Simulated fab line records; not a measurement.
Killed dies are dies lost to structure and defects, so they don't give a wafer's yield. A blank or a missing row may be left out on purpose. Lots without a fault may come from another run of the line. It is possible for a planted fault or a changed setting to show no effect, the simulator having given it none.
Split-lot trial || flow ritCmos || route with 202 steps; 5 lots, 23 wafers read

## SPLIT DETAILS
At RIT_FOX2_OXIDATION_00 (target thk 350.7 nm, ox time 1130 s), the setting oxTimeS was moved away from the recipe's 1130 s on 15 of the 23 wafers read, by -14.5% to -4.3%. For the rest of the wafers, this setting stayed at what the recipe calls for.

## FROM THE SPLIT TO THE READING: what the file shows between them, 18 steps
- RIT_FOX2_THK_MEAS_01
- RIT_FOX2_CLEAN_02: cleans in dHF, time 180 s
- RIT_FOX2_WET_ETCH_03: etches Si3N4 in H3PO4, target depth 195 nm, time 2700 s
- RIT_FOX2_THK_MEAS_90
- RIT_NWELL_IMPLANT_08 (also split here: energyKev)
- RIT_PWELL_IMPLANT_08 (also split here: doseCm2)
- RIT_PWELL_STRIP_09: strips in O2, time 180 s
- RIT_PWELL_TW_MEAS_10
- RIT_WELLDRIVE_ANNEAL_00: time 14700 s
- RIT_WELLDRIVE_RS_MEAS_02: measures by four-point-probe
- RIT_PRETRO_SOFTBAKE_02: time 60 s (also split here: tempC)
- RIT_PRETRO_EXPOSE_03: exposes mask M5, target cd 43700 nm
- RIT_PRETRO_PEB_04
- RIT_PRETRO_DEVELOP_05: develop time 68 s
- RIT_PRETRO_IMPLANT_08 (also split here: doseCm2)
- RIT_PRETRO_STRIP_09: strips in O2, time 180 s
- RIT_GATE_CLEAN_03: cleans in SC2, time 600 s
- RIT_GATE_CLEAN_04: cleans in dHF, time 60 s

## THE READING
FIELD_OXIDE_LEFT_2_THK at RIT_FOX2_THK_MEAS_91, in nm. A value of 255 nm with a standard deviation of 5.2 nm is what fault-free wafers of this fab line usually give.

{"wafer": "L074.1", "tool, chamber at the split": "-, -", "oxTimeS as run, s": 1130, "against the recipe": "recipe", "FIELD_OXIDE_LEFT_2_THK, nm": 261, "against lot-mates on the recipe": "-"}
{"wafer": "L074.2", "tool, chamber at the split": "-, -", "oxTimeS as run, s": 1130, "against the recipe": "recipe", "FIELD_OXIDE_LEFT_2_THK, nm": 260, "against lot-mates on the recipe": "-"}
{"wafer": "L074.3", "tool, chamber at the split": "-, -", "oxTimeS as run, s": 1130, "against the recipe": "recipe", "FIELD_OXIDE_LEFT_2_THK, nm": 256, "against lot-mates on the recipe": "-"}
{"wafer": "L074.4", "tool, chamber at the split": "-, -", "oxTimeS as run, s": 1130, "against the recipe": "recipe", "FIELD_OXIDE_LEFT_2_THK, nm": 259, "against lot-mates on the recipe": "-"}
{"wafer": "L074.6", "tool, chamber at the split": "-, -", "oxTimeS as run, s": 1130, "against the recipe": "recipe", "FIELD_OXIDE_LEFT_2_THK, nm": 260, "against lot-mates on the recipe": "-"}
{"wafer": "L075.1", "tool, chamber at the split": "-, -", "oxTimeS as run, s": 1081, "against the recipe": "-4.3%", "FIELD_OXIDE_LEFT_2_THK, nm": 249, "against lot-mates on the recipe": "no lot-mate on the recipe"}
{"wafer": "L075.2", "tool, chamber at the split": "-, -", "oxTimeS as run, s": 1081, "against the recipe": "-4.3%", "FIELD_OXIDE_LEFT_2_THK, nm": 242, "against lot-mates on the recipe": "no lot-mate on the recipe"}
{"wafer": "L075.3", "tool, chamber at the split": "-, -", "oxTimeS as run, s": 1081, "against the recipe": "-4.3%", "FIELD_OXIDE_LEFT_2_THK, nm": 243, "against lot-mates on the recipe": "no lot-mate on the recipe"}
{"wafer": "L075.4", "tool, chamber at the split": "-, -", "oxTimeS as run, s": 1081, "against the recipe": "-4.3%", "FIELD_OXIDE_LEFT_2_THK, nm": 244, "against lot-mates on the recipe": "no lot-mate on the recipe"}
{"wafer": "L075.5", "tool, chamber at the split": "-, -", "oxTimeS as run, s": 1081, "against the recipe": "-4.3%", "FIELD_OXIDE_LEFT_2_THK, nm": 247, "against lot-mates on the recipe": "no lot-mate on the recipe"}
{"wafer": "L078.1", "tool, chamber at the split": "-, -", "oxTimeS as run, s": 966.5, "against the recipe": "-14.5%", "FIELD_OXIDE_LEFT_2_THK, nm": 219, "against lot-mates on the recipe": "no lot-mate on the recipe"}
{"wafer": "L078.2", "tool, chamber at the split": "-, -", "oxTimeS as run, s": 966.5, "against the recipe": "-14.5%", "FIELD_OXIDE_LEFT_2_THK, nm": 218, "against lot-mates on the recipe": "no lot-mate on the recipe"}
{"wafer": "L078.4", "tool, chamber at the split": "-, -", "oxTimeS as run, s": 966.5, "against the recipe": "-14.5%", "FIELD_OXIDE_LEFT_2_THK, nm": 222, "against lot-mates on the recipe": "no lot-mate on the recipe"}
{"wafer": "L078.5", "tool, chamber at the split": "-, -", "oxTimeS as run, s": 966.5, "against the recipe": "-14.5%", "FIELD_OXIDE_LEFT_2_THK, nm": 217, "against lot-mates on the recipe": "no lot-mate on the recipe"}
{"wafer": "L078.6", "tool, chamber at the split": "-, -", "oxTimeS as run, s": 966.5, "against the recipe": "-14.5%", "FIELD_OXIDE_LEFT_2_THK, nm": 216, "against lot-mates on the recipe": "no lot-mate on the recipe"}
{"wafer": "L079.3", "tool, chamber at the split": "furnace-01, 0", "oxTimeS as run, s": 1130, "against the recipe": "recipe", "FIELD_OXIDE_LEFT_2_THK, nm": 260, "against lot-mates on the recipe": "-"}
{"wafer": "L079.4", "tool, chamber at the split": "furnace-01, 0", "oxTimeS as run, s": 1130, "against the recipe": "recipe", "FIELD_OXIDE_LEFT_2_THK, nm": 260, "against lot-mates on the recipe": "-"}
{"wafer": "L079.5", "tool, chamber at the split": "furnace-01, 0", "oxTimeS as run, s": 1130, "against the recipe": "recipe", "FIELD_OXIDE_LEFT_2_THK, nm": 257, "against lot-mates on the recipe": "-"}
{"wafer": "L084.1", "tool, chamber at the split": "-, -", "oxTimeS as run, s": 974, "against the recipe": "-13.8%", "FIELD_OXIDE_LEFT_2_THK, nm": 226, "against lot-mates on the recipe": "no lot-mate on the recipe"}
{"wafer": "L084.2", "tool, chamber at the split": "-, -", "oxTimeS as run, s": 974, "against the recipe": "-13.8%", "FIELD_OXIDE_LEFT_2_THK, nm": 226, "against lot-mates on the recipe": "no lot-mate on the recipe"}
{"wafer": "L084.4", "tool, chamber at the split": "-, -", "oxTimeS as run, s": 974, "against the recipe": "-13.8%", "FIELD_OXIDE_LEFT_2_THK, nm": 223, "against lot-mates on the recipe": "no lot-mate on the recipe"}
{"wafer": "L084.5", "tool, chamber at the split": "-, -", "oxTimeS as run, s": 974, "against the recipe": "-13.8%", "FIELD_OXIDE_LEFT_2_THK, nm": 230, "against lot-mates on the recipe": "no lot-mate on the recipe"}
{"wafer": "L084.6", "tool, chamber at the split": "-, -", "oxTimeS as run, s": 974, "against the recipe": "-13.8%", "FIELD_OXIDE_LEFT_2_THK, nm": 222, "against lot-mates on the recipe": "no lot-mate on the recipe"}

FIT RESULTS
A straight line over all 23 wafers: FIELD_OXIDE_LEFT_2_THK changes by +2.6 nm for each +1% of oxTimeS; r = +0.98; the points scatter about the line by 3.2 nm.
Too few moved wafers with a lot-mate on the recipe to fit a line net of each lot's own level.

## THE WHOLE CHAIN: every reading that the file lists as answering this split, in the file's order
{"step": "RIT_FOX2_OXIDATION_00", "what it does": "target thk 350.7 nm, ox time 1130 s", "reading": "SiO2_of_FOX2_OXIDATION_00.thkNm (the simulator's own value, which no gauge read)", "change (the file's fit)": "+2.67 nm for each +1% of the setting", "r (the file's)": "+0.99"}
{"step": "RIT_FOX2_THK_MEAS_01", "what it does": "", "reading": "FOX2_OXIDE_THK", "change (the file's fit)": "+2.68 for each +1% of the setting", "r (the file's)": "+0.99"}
{"step": "RIT_FOX2_CLEAN_02", "what it does": "cleans in dHF, time 180 s", "reading": "SiO2_of_FOX2_OXIDATION_00.thkNm (the simulator's own value, which no gauge read)", "change (the file's fit)": "+2.64 nm for each +1% of the setting", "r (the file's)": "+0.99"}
{"step": "RIT_FOX2_THK_MEAS_90", "what it does": "", "reading": "FIELD_OXIDE_LEFT_1_THK", "change (the file's fit)": "+2.65 for each +1% of the setting", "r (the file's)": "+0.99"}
{"step": "RIT_FOX2_THK_MEAS_91", "what it does": "", "reading": "FIELD_OXIDE_LEFT_2_THK", "change (the file's fit)": "+2.61 for each +1% of the setting", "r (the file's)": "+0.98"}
{"step": "RIT_M1_PROBE_99", "what it does": "", "reading": "etest.fieldN.vtV (the simulator's own value, which no gauge read)", "change (the file's fit)": "+0.384 V for each +1% of the setting", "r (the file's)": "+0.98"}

## THE FILE'S OWN FIT
FIELD_OXIDE_LEFT_2_THK changes by +2.61 nm for each +1% of oxTimeS, r = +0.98.
